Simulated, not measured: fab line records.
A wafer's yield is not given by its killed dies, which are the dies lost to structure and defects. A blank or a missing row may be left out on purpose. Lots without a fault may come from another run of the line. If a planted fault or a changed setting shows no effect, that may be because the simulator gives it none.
fab line records ; flow ritCmos
record: lots: 6; wafers: 18; lastDay: 7
route steps=202 shown NWELL@35 PWELL@39 WELLDRIVE@50 NRETRO@53 M1@202
lots with no fault: from the same line, run without faults
startH: start of the lot's first displayed wafer, in hours after the record's first day ; waitH: hours since the lot's step before ; " identical to the entry in the row above ; L1.1+2: a single row standing in for several wafers ; - either no value or no given start ; * or withheld: withheld ; < > ~ a bound
route shown NAME@n: NAME is a module with steps in the file, n the number in the route of the first one ; usual: mean/standard deviation of fault-free wafers ; same: alike in all rows ; chamber/n: place in a boat ; sites: readings site by site ; _std_site: how widely they spread, as a standard deviation ; _edge_site: mean of outer sites minus mean of inner sites ; radiusMm: for every site, how far away it sits from the centre of the wafer ; mask NAME#n: copy n ; behind: the last tool/chamber to shape the wafer ; hold: the reason the lot was held/the length of the hold in hours/how it ended ; device: the transistor (n, p or np) that didn't switch ; end of line: tests of these same wafers at the route's end ; step lacking rows: just its recipe ; killed: dies that structure and defects cost at the first sort, which is not the same as the wafer's yield ; map: the dies of a wafer, with x for killed, . for not killed, _ for no die there
set.NAME: the run value of the setting; set.NAME@STEP: its run value at that earlier step ; model.NAME: the simulator's own value behind a step, which no gauge read
lots seen at some steps along the route; tables by step, rows by wafer
services: when a tool's chamber went out of use (startH, in hours from the record's first day, below 0 if earlier), for how many hours, and the reason
== steps ==
step: RIT_NWELL_HARDBAKE_07
recipe: resist: NOVOLAK; tempC: 139.4; timeS: 120
step: RIT_NWELL_IMPLANT_08
recipe: species: P; energyKev: 170; doseCm2: 5e+13; tiltDeg: 7
step: RIT_NWELL_STRIP_09
recipe: chemistry: O2; timeS: 180; resist: NOVOLAK; platenTempC: withheld; powerW: 500; pressureMtorr: 4000; o2FlowSccm: 4000
usual: drypumpMotorCurrentA: 5.81/0.19
lot.wafer;tool;chamber;startH;waitH;drypumpMotorCurrentA;rfHoursCounterH
L127.3;plasmaAsher-03;1;31.03;0.1;5.85;-
L127.4;plasmaAsher-03;0;31.03;0.1;5.97;-
L127.5;plasmaAsher-03;1;31.03;0.1;5.86;-
L133.2;plasmaAsher-03;1;56.22;0.1;5.83;39
L133.3;plasmaAsher-03;1;56.22;0.1;5.82;-
L133.4;plasmaAsher-03;0;56.22;0.1;5.94;-
L144.1;plasmaAsher-03;0;111.56;0.1;5.95;45
L144.3;plasmaAsher-03;1;111.56;0.1;5.81;-
L144.6;plasmaAsher-03;0;111.56;0.1;5.94;-
L145.3;plasmaAsher-02;0;117.87;0.1;5.89;-
L145.5;plasmaAsher-02;1;117.87;0.1;5.80;-
L145.6;plasmaAsher-02;0;117.87;0.1;5.88;-
L146.1;plasmaAsher-02;0;121.13;0.1;5.93;0
L146.4;plasmaAsher-02;0;121.13;0.1;5.91;-
L146.6;plasmaAsher-02;0;121.13;0.1;5.89;-
L147.1;plasmaAsher-03;1;126.83;0.1;5.83;47
L147.2;plasmaAsher-03;0;126.83;0.1;5.92;47
L147.5;plasmaAsher-03;0;126.83;0.1;5.95;-
step: RIT_NWELL_TW_MEAS_10
usual: NWELL_TW: 2162/11
lot.wafer;tool;chamber;startH;waitH;NWELL_TW
L127.3;filmMetro-01;-;31.17;0.1;2153
L127.4;filmMetro-01;-;31.17;0.1;2152
L127.5;filmMetro-01;-;31.17;0.1;2167
L133.2;filmMetro-01;-;56.40;0.1;2148
L133.3;filmMetro-01;-;56.40;0.1;2157
L133.4;filmMetro-01;-;56.40;0.1;2162
L144.1;filmMetro-01;-;111.74;0.1;2152
L144.3;filmMetro-01;-;111.74;0.1;2173
L144.6;filmMetro-01;-;111.74;0.1;2153
L145.3;filmMetro-01;-;118.01;0.1;2156
L145.5;filmMetro-01;-;118.01;0.1;2155
L145.6;filmMetro-01;-;118.01;0.1;2161
L146.1;filmMetro-01;-;121.31;0.1;2161
L146.4;filmMetro-01;-;121.31;0.1;2158
L146.6;filmMetro-01;-;121.31;0.1;2162
L147.1;filmMetro-01;-;127.01;0.1;2165
L147.2;filmMetro-01;-;127.01;0.1;2156
L147.5;filmMetro-01;-;127.01;0.1;2142
step: RIT_PWELL_HMDS_00
recipe: primeTimeS: 60; primeTempC: 140
step: RIT_PWELL_COAT_01
recipe: resist: NOVOLAK; spinRpm: 1959; resistThkNm: 1300
step: RIT_PWELL_SOFTBAKE_02
recipe: resist: NOVOLAK; tempC: 90; timeS: 60
step: RIT_PWELL_EXPOSE_03
recipe: maskId: M3; na: 0.57; targetCdNm: 43700; doseMj: 250
step: RIT_PWELL_PEB_04
recipe: resist: NOVOLAK; tempC: withheld; timeS: withheld
step: RIT_PWELL_DEVELOP_05
recipe: resist: NOVOLAK; developTimeS: 68; devTempC: 23
step: RIT_PWELL_OVL_MEAS_06
usual: PWELL_OVL: -0.2/1.3
lot.wafer;tool;chamber;startH;waitH;PWELL_OVL[nm]
L127.3;overlay-01;-;32.16;-;0.7
L127.4;overlay-01;-;32.16;-;1.1
L127.5;overlay-01;-;32.16;-;0.5
L133.2;overlay-02;-;57.34;-;-0.3
L133.3;overlay-02;-;57.34;-;-1.7
L133.4;overlay-02;-;57.34;-;0.6
L144.1;overlay-01;-;112.80;-;-0.6
L144.3;overlay-01;-;112.80;-;-1.3
L144.6;overlay-01;-;112.80;-;-1.8
L145.3;overlay-01;-;119.06;-;0.0
L145.5;overlay-01;-;119.06;-;1.3
L145.6;overlay-01;-;119.06;-;0.8
L146.1;overlay-01;-;122.48;-;1.5
L146.4;overlay-01;-;122.48;-;-1.3
L146.6;overlay-01;-;122.48;-;-0.8
L147.1;overlay-02;-;128.20;-;-0.6
L147.2;overlay-02;-;128.20;-;-3.1
L147.5;overlay-02;-;128.20;-;-3.2
step: RIT_PWELL_HARDBAKE_07
recipe: resist: NOVOLAK; tempC: 140; timeS: 120
step: RIT_PWELL_IMPLANT_08
recipe: species: B; energyKev: 170; doseCm2: 7e+13; tiltDeg: 7
usual: beamEnergyKeV: 170.00/0.05; doseIonsCm2: 7.001e+13/7.9e+10; faradayCurrentUA: 222/4.1; tiltDeg: 6.998/0.019
lot.wafer;tool;chamber;startH;waitH;beamEnergyKeV;doseIonsCm2;faradayCurrentUA;tiltDeg
L127.3;implanter-03;0;32.51;0.2;169.95;7.019e+13;223;7.014
L127.4;implanter-03;0;32.51;0.2;170.02;7.012e+13;222;7.014
L127.5;implanter-03;0;32.51;0.2;169.99;7.023e+13;229;7.025
L133.2;implanter-03;0;57.64;0.2;170.07;7.006e+13;212;6.983
L133.3;implanter-03;0;57.64;0.2;169.97;7.007e+13;224;6.982
L133.4;implanter-03;0;57.64;0.2;169.95;7.011e+13;219;6.988
L144.1;implanter-01;0;113.09;0.2;170.03;6.997e+13;216;6.992
L144.3;implanter-01;0;113.09;0.2;170.07;7.003e+13;222;6.973
L144.6;implanter-01;0;113.09;0.2;169.99;6.997e+13;230;6.971
L145.3;implanter-01;0;119.45;0.2;170.03;9.947e+13;325;6.996
L145.5;implanter-01;0;119.45;0.2;170.02;9.941e+13;299;7.011
L145.6;implanter-01;0;119.45;0.2;169.99;9.954e+13;317;7.002
L146.1;implanter-01;0;122.76;0.2;169.93;9.948e+13;314;7.025
L146.4;implanter-01;0;122.76;0.2;170.02;9.964e+13;316;7.055
L146.6;implanter-01;0;122.76;0.2;169.94;9.946e+13;306;6.996
L147.1;implanter-03;0;128.49;0.2;170.03;6.996e+13;225;7.035
L147.2;implanter-03;0;128.49;0.2;169.99;7.001e+13;221;7.011
L147.5;implanter-03;0;128.49;0.2;170.03;6.997e+13;229;7.008
step: RIT_PWELL_STRIP_09
recipe: chemistry: O2; timeS: 180; resist: NOVOLAK; platenTempC: withheld; powerW: 500; pressureMtorr: 4000; o2FlowSccm: 4000
usual: drypumpMotorCurrentA: 5.4/0.46
lot.wafer;tool;chamber;startH;waitH;drypumpMotorCurrentA;rfHoursCounterH
L127.3;plasmaAsher-01;0;32.67;0.1;4.6;-
L127.4;plasmaAsher-01;1;32.67;0.1;5.2;-
L127.5;plasmaAsher-01;0;32.67;0.1;4.6;-
L133.2;plasmaAsher-01;0;57.77;0.1;4.7;41
L133.3;plasmaAsher-01;1;57.77;0.1;5.1;-
L133.4;plasmaAsher-01;0;57.77;0.1;4.6;-
L144.1;plasmaAsher-01;0;113.24;0.1;4.6;47
L144.3;plasmaAsher-01;1;113.24;0.1;5.2;-
L144.6;plasmaAsher-01;0;113.24;0.1;4.6;-
L145.3;plasmaAsher-02;1;119.70;0.2;5.8;-
L145.5;plasmaAsher-02;0;119.70;0.2;5.9;-
L145.6;plasmaAsher-02;1;119.70;0.2;5.8;-
L146.1;plasmaAsher-01;1;122.91;0.1;5.2;48
L146.4;plasmaAsher-01;1;122.91;0.1;5.2;-
L146.6;plasmaAsher-01;1;122.91;0.1;5.2;-
L147.1;plasmaAsher-02;1;128.64;0.1;5.8;1
L147.2;plasmaAsher-02;0;128.64;0.1;5.9;1
L147.5;plasmaAsher-02;0;128.64;0.1;5.9;-
step: RIT_PWELL_TW_MEAS_10
usual: PWELL_TW: 961/5
lot.wafer;tool;chamber;startH;waitH;PWELL_TW
L127.3;filmMetro-03;-;32.81;0.1;964
L127.4;filmMetro-03;-;32.81;0.1;969
L127.5;filmMetro-03;-;32.81;0.1;967
L133.2;filmMetro-02;-;57.95;0.1;961
L133.3;filmMetro-02;-;57.95;0.1;960
L133.4;filmMetro-02;-;57.95;0.1;959
L144.1;filmMetro-01;-;113.41;0.1;954
L144.3;filmMetro-01;-;113.41;0.1;961
L144.6;filmMetro-01;-;113.41;0.1;960
L145.3;filmMetro-02;-;119.84;0.1;1070
L145.5;filmMetro-02;-;119.84;0.1;1073
L145.6;filmMetro-02;-;119.84;0.1;1063
L146.1;filmMetro-01;-;123.09;0.1;1079
L146.4;filmMetro-01;-;123.09;0.1;1073
L146.6;filmMetro-01;-;123.09;0.1;1077
L147.1;filmMetro-03;-;128.81;0.1;966
L147.2;filmMetro-03;-;128.81;0.1;963
L147.5;filmMetro-03;-;128.81;0.1;962
step: RIT_WELLDRIVE_ANNEAL_00
recipe: tempC: 1100; timeS: 14700; ambient: N2
step: RIT_WELLDRIVE_RS_MEAS_01
recipe: thkMeasGauge: four-point-probe
usual: NWELL_RS: 275.5/0.81
lot.wafer;tool;chamber;startH;waitH;NWELL_RS[ohm/sq]
L127.3;filmMetro-01;-;37.97;0.0;275.1
L127.4;filmMetro-01;-;37.97;0.0;275.5
L127.5;filmMetro-01;-;37.97;0.0;275.1
L133.2;filmMetro-02;-;63.11;0.0;277.0
L133.3;filmMetro-02;-;63.11;0.0;275.7
L133.4;filmMetro-02;-;63.11;0.0;276.5
L144.1;filmMetro-03;-;118.56;0.0;274.4
L144.3;filmMetro-03;-;118.56;0.0;274.4
L144.6;filmMetro-03;-;118.56;0.0;274.9
L145.3;filmMetro-02;-;125.00;0.0;276.6
L145.5;filmMetro-02;-;125.00;0.0;276.1
L145.6;filmMetro-02;-;125.00;0.0;275.8
L146.1;filmMetro-02;-;128.70;0.0;276.5
L146.4;filmMetro-02;-;128.70;0.0;275.3
L146.6;filmMetro-02;-;128.70;0.0;276.5
L147.1;filmMetro-02;-;133.96;0.0;275.9
L147.2;filmMetro-02;-;133.96;0.0;275.7
L147.5;filmMetro-02;-;133.96;0.0;275.2
step: RIT_WELLDRIVE_RS_MEAS_02
recipe: thkMeasGauge: four-point-probe
usual: PWELL_RS: 429.4/1.2
lot.wafer;tool;chamber;startH;waitH;PWELL_RS[ohm/sq]
L127.3;filmMetro-01;-;38.09;0.1;430.8
L127.4;filmMetro-01;-;38.09;0.1;430.7
L127.5;filmMetro-01;-;38.09;0.1;428.8
L133.2;filmMetro-02;-;63.23;0.1;431.2
L133.3;filmMetro-02;-;63.23;0.1;430.1
L133.4;filmMetro-02;-;63.23;0.1;431.3
L144.1;filmMetro-03;-;118.68;0.1;429.9
L144.3;filmMetro-03;-;118.68;0.1;428.5
L144.6;filmMetro-03;-;118.68;0.1;429.7
L145.3;filmMetro-02;-;125.12;0.1;345.1
L145.5;filmMetro-02;-;125.12;0.1;345.1
L145.6;filmMetro-02;-;125.12;0.1;346.1
L146.1;filmMetro-02;-;128.82;0.1;345.2
L146.4;filmMetro-02;-;128.82;0.1;345.5
L146.6;filmMetro-02;-;128.82;0.1;345.8
L147.1;filmMetro-02;-;134.08;0.1;428.0
L147.2;filmMetro-02;-;134.08;0.1;430.3
L147.5;filmMetro-02;-;134.08;0.1;428.6
step: RIT_NRETRO_HMDS_00
recipe: primeTimeS: 60; primeTempC: 140
step: RIT_M1_PROBE_99
usual: killedAtFrontEnd: 6/3.1; killedDies: 6/3.1; killedOpen: 3.4/1.9; killedShort: 3.1/2
same: grossDies: 264; killed_at_M0_to_M3: 0; killed_at_M4_up: 0; killedAtBackSide: 0; killedAtContacts: 0; killedAtOther: 0
lot.wafer;tool;chamber;startH;waitH;killedAtFrontEnd;killedDies;killedOpen;killedShort;model.etest.nmos_0p3.rOnOhmUm;model.etest.nmos_0p15.rOnOhmUm;model.etest.pwellPinched.rsOhmSq;model.etest.pwell.rsOhmSq;model.etest.nmosTurned.driveUaUm;model.etest.nmos_0p15.driveUaUm;model.etest.nmosNarrow.driveUaUm;model.etest.nmos_0p3.driveUaUm
L127.3;prober-01;-;66.30;0.2;5;5;3;2;2200;1131;453.1;417.1;306;461.2;216.6;221.5
L127.4;prober-01;-;66.35;0.2;8;8;6;2;2192;1166;453.6;416.9;301;448.5;218.7;216.9
L127.5;prober-01;-;66.40;0.2;1;1;1;0;2188;1148;450.3;411.9;301.7;456.7;218.9;219.8
L133.2;prober-02;-;91.93;0.1;9;9;5;4;2124;1115;454.5;417.4;324;474.3;231.7;228.2
L133.3;prober-02;-;91.98;0.2;12;12;6;6;2120;1110;459.4;418.7;331.2;489.4;239.5;233.8
L133.4;prober-02;-;92.03;0.2;5;5;2;3;2095;1094;463.6;420.5;342;487.4;235.9;232.8
L144.1;prober-01;-;147.83;0.1;6;6;5;1;2134;1128;459;415.6;337.6;471.1;228.1;227.5
L144.3;prober-01;-;147.93;0.2;5;5;4;1;2126;1105;456;417.6;330.6;471.6;226.4;227.9
L144.6;prober-01;-;148.08;0.2;5;5;2;3;2142;1126;462.4;417.7;337.4;475.5;225.9;224.9
L145.3;prober-02;-;153.29;0.2;6;6;5;1;2471;1250;363.3;330.1;231;383.6;176.6;176.7
L145.5;prober-02;-;153.39;0.2;2;2;0;2;2376;1233;361.8;329.4;242.2;402.6;189.7;187.3
L145.6;prober-02;-;153.44;0.2;5;5;4;1;2434;1254;358.1;327.7;230.8;393.3;179.4;180.1
L146.1;prober-01;-;157.77;0.1;3;3;1;2;2440;1287;363.3;328.2;251.3;392.6;185.4;183.1
L146.4;prober-01;-;157.92;0.2;7;7;5;2;2482;1292;366.6;330.1;251.1;392.7;180.2;182.3
L146.6;prober-01;-;158.02;0.2;6;6;3;3;2438;1255;367.2;330.2;256.7;390.5;183.7;183.3
L147.1;prober-02;-;163.39;0.1;7;7;1;6;2192;1094;455.9;417.7;338.6;477.9;215.5;214.4
L147.2;prober-02;-;163.44;0.1;7;7;4;3;2166;1116;454.1;415.7;330.7;466.3;217.9;218.8
L147.5;prober-02;-;163.59;0.2;3;3;2;1;2178;1094;459.2;416.2;334.3;472.8;213.9;217.5
killed by level:class
L127.3 FOX2:geometricParticle:open=1 GATE:geometricParticle:short=1 GATE:geometricParticle:open=1 REOX:geometricParticle:open=1 SPACER:geometricParticle:short=1
L127.4 GATE:geometricParticle:open=3 ACTIVE:geometricParticle:open=1 GATE:geometricParticle:short=1 REOX:geometricParticle:open=1 SPACER:geometricParticle:short=1 SILICIDE:geometricParticle:open=1
L127.5 GATE:geometricParticle:open=1
L133.2 GATE:geometricParticle:short=3 GATE:geometricParticle:open=2 REOX:geometricParticle:open=2 FOX2:geometricParticle:open=1 SPACER:geometricParticle:short=1
L133.3 GATE:geometricParticle:open=3 REOX:geometricParticle:short=3 REOX:geometricParticle:open=3 GATE:geometricParticle:short=2 FOX2:geometricParticle:short=1
L133.4 GATE:geometricParticle:short=1 GATE:geometricParticle:open=1 REOX:geometricParticle:short=1 SPACER:geometricParticle:short=1 SPACER:geometricParticle:open=1
L144.1 FOX1:geometricParticle:open=2 GATE:geometricParticle:open=2 GATE:geometricParticle:short=1 SPACER:geometricParticle:open=1
L144.3 GATE:geometricParticle:open=3 REOX:geometricParticle:open=1 SPACER:geometricParticle:short=1
L144.6 GATE:geometricParticle:open=2 GATE:geometricParticle:short=1 SPACER:geometricParticle:short=1 SILICIDE:geometricParticle:short=1
L145.3 GATE:geometricParticle:open=3 SILICIDE:geometricParticle:open=2 GATE:geometricParticle:short=1
L145.5 SPACER:geometricParticle:short=1 SILICIDE:geometricParticle:short=1
L145.6 SILICIDE:geometricParticle:open=2 REOX:geometricParticle:open=1 SPACER:geometricParticle:open=1 SILICIDE:geometricParticle:short=1
L146.1 FOX1:geometricParticle:open=1 FOX2:geometricParticle:short=1 GATE:geometricParticle:short=1
L146.4 GATE:geometricParticle:open=3 FOX1:geometricParticle:short=1 FOX2:geometricParticle:open=1 GATE:geometricParticle:short=1 SPACER:geometricParticle:open=1
L146.6 GATE:geometricParticle:open=2 FOX1:geometricParticle:short=1 FOX1:geometricParticle:open=1 GATE:geometricParticle:short=1 SPACER:geometricParticle:short=1
L147.1 GATE:geometricParticle:short=4 GATE:geometricParticle:open=1 REOX:geometricParticle:short=1 SPACER:geometricParticle:short=1
L147.2 GATE:geometricParticle:open=3 GATE:geometricParticle:short=3 REOX:geometricParticle:open=1
L147.5 FOX1:geometricParticle:open=1 GATE:geometricParticle:short=1 GATE:geometricParticle:open=1
== services ==
tool;chamber;startH;hours;kind
implanter-01;-;24.38;2.4;repair
implanter-01;-;45.25;0.9;repair
implanter-03;-;73.07;11.8;pm
plasmaAsher-02;-;108.75;9.0;pm
plasmaAsher-02;0;108.75;9.0;ventCycle
plasmaAsher-02;1;108.75;9.0;ventCycle
plasmaAsher-02;0;117.75;-;clean
plasmaAsher-02;1;117.75;-;clean
== key ==
firstSign: step: RIT_PWELL_IMPLANT_08; reading: doseIonsCm2; direction: up; sigmas: 99+; usual: 7.001e+13; struck: 9.95e+13
effect: step: RIT_PWELL_IMPLANT_08; reading: faradayCurrentUA; direction: up; sigmas: 22; usual: 222; struck: 313
effect: step: RIT_PWELL_TW_MEAS_10; reading: PWELL_TW; direction: up; sigmas: 23; usual: 961; struck: 1072
effect: step: RIT_WELLDRIVE_RS_MEAS_02; reading: PWELL_RS; direction: down; sigmas: 68; usual: 429.4; struck: 345.5
modelEffect: step: RIT_M1_PROBE_99; value: etest.nmos_0p3.rOnOhmUm; without: 2139; struck: 2440
metAt RIT_PWELL_IMPLANT_08
struckWafers L145.3,L145.5,L145.6,L146.1,L146.4,L146.6
testerLeftOut L145,L146
onsetBetween 113.09 119.45
fault: kind: processParameterDrift; tool: implanter-01; chamber: -; onsetH: 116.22; steps: RIT_PWELL_IMPLANT_08; channel: doseCm2; offset: 2.94e+13; shape: step; endH: 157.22; actsIn: theseRecipesOnly; stated: 7e+13
testerLeftOut: of these lots the tester's yield and bins aren't shown, on N5 and GAA mostly nor the transistor test; their killed dies are dies lost to structure and defects alone, not to doping, threshold or leakage, so they don't give the yield
